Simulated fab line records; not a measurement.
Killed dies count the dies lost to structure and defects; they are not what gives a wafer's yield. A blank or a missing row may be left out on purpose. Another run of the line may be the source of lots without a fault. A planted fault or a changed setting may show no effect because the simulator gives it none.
Problem report, 8D (eight disciplines) form, completed by code + flow berkeley cmos170 + the parts of the form that need people (team, actions taken, sign-off) are left out

1. WHAT IS WRONG
M2_AL_RS at UCB170_M2_RS_MEAS_02 reads a mean of 0.0308 ohm/sq on 1 wafer of 1 lot; wafers without a fault read 0.0322 ohm/sq with a standard deviation of 0.00034. Relative to the usual mean, that is a shift of -4.1 standard deviations.
The step: measures by four-point-probe.
Earliest sighting: wafer L362.1 on film metro-01 at day 9 15:12. At this step, 39 wafers from 13 lots have a number in the record. The rule behind "out" and "out of limits": a value lying over 4 standard deviations away from the usual mean. The other wafers with a number count as sound.

2. WHAT IT IS AND WHAT IT IS NOT
| question                    | is               | is not                                                                                                         |
|-----------------------------|------------------|----------------------------------------------------------------------------------------------------------------|
| which readings at this step | M2_AL_RS         | -                                                                                                              |
| which lots                  | L362             | L354, L355, L356, L363, L367, L368, L370, L371, L374, L375, L376, L377                                         |
| which wafers of those lots  | L362.1           | L362.2, L362.3                                                                                                 |
| read on which gauges        | film metro-01    | film metro-03, film metro-04                                                                                   |
| when                        | from day 9 15:12 | up to then (14 sound wafers); but 24 sound wafers of L367, L368, L370, L371, L374, L375, L376, L377 came after |

3. SUSPECTS, AND WHAT RULES EACH OUT
Counting: a tool at a process step up to the reading stays a suspect if it ran every lot that is out. Sound lots after the first of them don't rule it out here, since some wafers of a struck lot are sound.
- the gauge at UCB170_M2_RS_MEAS_02: kept. All the wafers that are out were read on film metro-01, and no step on other tools shows them out.
- pvd sputter-03 at UCB170_M1_SPUTTER_00 (material Al, target thk 600 nm, time 80 s): kept. It ran the lot that is out, L362 (day 9 04:32).
- rie diel-01 at UCB170_M1_ETCH_11 (etches BARC in N2/H2): kept. It ran the lot that is out, L362 (day 9 06:14).
- pvd sputter-04 at UCB170_M2_SPUTTER_01 (material Al, target thk 900 nm, time 120 s): kept. The lot that is out, L362, ran on it at day 9 15:07; the last sound lot it ran before that was L363, at day 9 14:50.
- rie diel-01, UCB170_M1_ETCH_11: wafers that are out in chamber 0, sound lot-mates in chambers 1, 2.
Left after counting: pvd sputter-03 at UCB170_M1_SPUTTER_00, rie diel-01 at UCB170_M1_ETCH_11, pvd sputter-04 at UCB170_M2_SPUTTER_01, film metro-01 at UCB170_M2_RS_MEAS_02.

4. THE CAUSE (what the simulator had put in)
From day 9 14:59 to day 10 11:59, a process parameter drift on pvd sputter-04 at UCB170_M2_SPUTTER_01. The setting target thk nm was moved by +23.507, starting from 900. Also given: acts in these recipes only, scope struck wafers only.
This tool is one of the 4 suspects left after counting.

5. THE EFFECT CHAIN, in route order
One row per reading whose mean, taken over the struck wafers that have a number, lies over 3 standard deviations from the usual. Readings are gone through only where the record gives a usual standard deviation; hours: the median, over the lots, of the time from a lot's start at the first step in this table giving one to that lot's start at this step; sigmas: the change measured in usual standard deviations.
| hours | step                  | reading              | usual         | on struck wafers | change  | sigmas |
|-------|-----------------------|----------------------|---------------|------------------|---------|--------|
| 0     | UCB170_M2_RS_MEAS_02  | M2_AL_RS             | 0.0322 ohm/sq | 0.0308           | -0.0014 | -4.1   |
| 0     | UCB170_M2_THK_MEAS_03 | M2_AL_THK            | 896 nm        | 931              | +35     | +3.5   |
| 9     | UCB170_M3_PROBE_99    | sort_bin_3_pad_short | 0.1 %         | 0.8              | +0.7    | +3.9   |
Process steps it contains:
- UCB170_M3_PROBE_99

6. WHAT WOULD HAVE CAUGHT IT SOONER
Counted from the fault's start at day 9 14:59, it took 0 hours until the first out-of-limits reading at a measuring or inspecting step in this record, taken at day 9 15:12.
An alarm limit of 4 standard deviations would not have fired on the tool readings at UCB170_M2_SPUTTER_01 for which the record gives a usual standard deviation, since none of them was out on any struck wafer.
Lots out: 1; all had begun UCB170_M2_SPUTTER_01 on pvd sputter-04 by day 9 15:12. A hold on the tool at that time would have spared none of them.
